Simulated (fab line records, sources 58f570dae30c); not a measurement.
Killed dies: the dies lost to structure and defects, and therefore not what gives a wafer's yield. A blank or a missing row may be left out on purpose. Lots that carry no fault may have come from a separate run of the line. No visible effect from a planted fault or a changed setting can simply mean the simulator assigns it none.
Split-lot experiment || flow berkeleyCmos170 || 5 lots, 23 wafers read, on a route of 331 steps

## THE SPLIT
At UCB170_M2_SPUTTER_01 (material Al, target thk 900 nm, time 120 s), the setting powerW was moved away from the recipe's 6000 W on 10 of the 23 wafers read, by -11.8% to +6.1%. For the rest of the wafers, this setting stayed at what the recipe calls for.

## SPLIT TO READING: what lies between them in the file, 1 step
- UCB170_M2_RS_MEAS_02: measures by four-point-probe

## THE READING
M2_AL_THK, in nm, at UCB170_M2_THK_MEAS_03 (measures by xrf). Typical for fault-free wafers on this fab line: 902 nm, with standard deviation 14 nm.

{"wafer": "L075.1", "tool, chamber at the split": "pvdSputter-01, -", "powerW as run, W": 6000, "against the recipe": "recipe", "M2_AL_THK, nm": 886, "against lot-mates on the recipe": "-"}
{"wafer": "L075.2", "tool, chamber at the split": "pvdSputter-01, -", "powerW as run, W": 6000, "against the recipe": "recipe", "M2_AL_THK, nm": 892, "against lot-mates on the recipe": "-"}
{"wafer": "L075.4", "tool, chamber at the split": "pvdSputter-01, -", "powerW as run, W": 5465, "against the recipe": "-8.9%", "M2_AL_THK, nm": 822, "against lot-mates on the recipe": -69}
{"wafer": "L075.5", "tool, chamber at the split": "pvdSputter-01, -", "powerW as run, W": 5465, "against the recipe": "-8.9%", "M2_AL_THK, nm": 813, "against lot-mates on the recipe": -78}
{"wafer": "L075.6", "tool, chamber at the split": "pvdSputter-01, -", "powerW as run, W": 6000, "against the recipe": "recipe", "M2_AL_THK, nm": 894, "against lot-mates on the recipe": "-"}
{"wafer": "L078.1", "tool, chamber at the split": "pvdSputter-04, -", "powerW as run, W": 6364, "against the recipe": "+6.1%", "M2_AL_THK, nm": 960, "against lot-mates on the recipe": "+56"}
{"wafer": "L078.3", "tool, chamber at the split": "pvdSputter-04, -", "powerW as run, W": 6364, "against the recipe": "+6.1%", "M2_AL_THK, nm": 948, "against lot-mates on the recipe": "+44"}
{"wafer": "L078.4", "tool, chamber at the split": "pvdSputter-04, -", "powerW as run, W": 6364, "against the recipe": "+6.1%", "M2_AL_THK, nm": 949, "against lot-mates on the recipe": "+45"}
{"wafer": "L078.5", "tool, chamber at the split": "pvdSputter-04, -", "powerW as run, W": 6000, "against the recipe": "recipe", "M2_AL_THK, nm": 897, "against lot-mates on the recipe": "-"}
{"wafer": "L078.6", "tool, chamber at the split": "pvdSputter-04, -", "powerW as run, W": 6000, "against the recipe": "recipe", "M2_AL_THK, nm": 911, "against lot-mates on the recipe": "-"}
{"wafer": "L080.1", "tool, chamber at the split": "pvdSputter-01, -", "powerW as run, W": 6000, "against the recipe": "recipe", "M2_AL_THK, nm": 904, "against lot-mates on the recipe": "-"}
{"wafer": "L080.2", "tool, chamber at the split": "pvdSputter-01, -", "powerW as run, W": 6000, "against the recipe": "recipe", "M2_AL_THK, nm": 896, "against lot-mates on the recipe": "-"}
{"wafer": "L080.4", "tool, chamber at the split": "pvdSputter-01, -", "powerW as run, W": 6000, "against the recipe": "recipe", "M2_AL_THK, nm": 894, "against lot-mates on the recipe": "-"}
{"wafer": "L080.5", "tool, chamber at the split": "pvdSputter-01, -", "powerW as run, W": 5291, "against the recipe": "-11.8%", "M2_AL_THK, nm": 791, "against lot-mates on the recipe": -107}
{"wafer": "L080.6", "tool, chamber at the split": "pvdSputter-01, -", "powerW as run, W": 5291, "against the recipe": "-11.8%", "M2_AL_THK, nm": 793, "against lot-mates on the recipe": -105}
{"wafer": "L083.3", "tool, chamber at the split": "pvdSputter-03, -", "powerW as run, W": 6000, "against the recipe": "recipe", "M2_AL_THK, nm": 936, "against lot-mates on the recipe": "-"}
{"wafer": "L083.4", "tool, chamber at the split": "pvdSputter-03, -", "powerW as run, W": 6000, "against the recipe": "recipe", "M2_AL_THK, nm": 892, "against lot-mates on the recipe": "-"}
{"wafer": "L083.5", "tool, chamber at the split": "pvdSputter-03, -", "powerW as run, W": 6000, "against the recipe": "recipe", "M2_AL_THK, nm": 911, "against lot-mates on the recipe": "-"}
{"wafer": "L084.1", "tool, chamber at the split": "pvdSputter-03, -", "powerW as run, W": 6000, "against the recipe": "recipe", "M2_AL_THK, nm": 892, "against lot-mates on the recipe": "-"}
{"wafer": "L084.2", "tool, chamber at the split": "pvdSputter-03, -", "powerW as run, W": 6000, "against the recipe": "recipe", "M2_AL_THK, nm": 910, "against lot-mates on the recipe": "-"}
{"wafer": "L084.3", "tool, chamber at the split": "pvdSputter-03, -", "powerW as run, W": 6196, "against the recipe": "+3.3%", "M2_AL_THK, nm": 944, "against lot-mates on the recipe": "+43"}
{"wafer": "L084.5", "tool, chamber at the split": "pvdSputter-03, -", "powerW as run, W": 6196, "against the recipe": "+3.3%", "M2_AL_THK, nm": 964, "against lot-mates on the recipe": "+63"}
{"wafer": "L084.6", "tool, chamber at the split": "pvdSputter-03, -", "powerW as run, W": 6196, "against the recipe": "+3.3%", "M2_AL_THK, nm": 908, "against lot-mates on the recipe": "+7"}

FIT RESULTS
A straight line over all 23 wafers: M2_AL_THK changes by +9.25 nm for each +1% of powerW; r = +0.96; the points scatter about the line by 14 nm.
The same after taking each lot's own level away (the mean of its wafers on the recipe; 23 wafers): +8.73 nm for each +1%; r = +0.96; scatter 13 nm.
The reading moves by 1e+02 nm for the largest change in powerW, on that fit.
The lots' own levels span 890.7 to 913.0 nm, that is 1.6 times the standard deviation above.
So the lot-to-lot level changes the slope little: the two slopes agree.
Check: for one of the wafers moved furthest among these (-11.8%), held out of the fit, the line's prediction against its lot-mates is -101 nm. Against them it came out at -107 nm.

## THE WHOLE CHAIN: every reading that the file lists as answering this split, in the file's order
{"step": "UCB170_M2_SPUTTER_01", "what it does": "material Al, target thk 900 nm, time 120 s", "reading": "Al_of_M2_SPUTTER_01.thkNm (the simulator's own value, which no gauge read)", "change (the file's fit)": "+8.81 nm for each +1% of the setting", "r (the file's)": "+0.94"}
{"step": "UCB170_M2_RS_MEAS_02", "what it does": "measures by four-point-probe", "reading": "M2_AL_RS", "change (the file's fit)": "-0.000347 for each +1% of the setting", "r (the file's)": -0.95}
{"step": "UCB170_M2_THK_MEAS_03", "what it does": "measures by xrf", "reading": "M2_AL_THK", "change (the file's fit)": "+8.73 for each +1% of the setting", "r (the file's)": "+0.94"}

## FILE'S OWN FIT
M2_AL_THK changes by +8.73 nm for each +1% of powerW, r = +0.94.
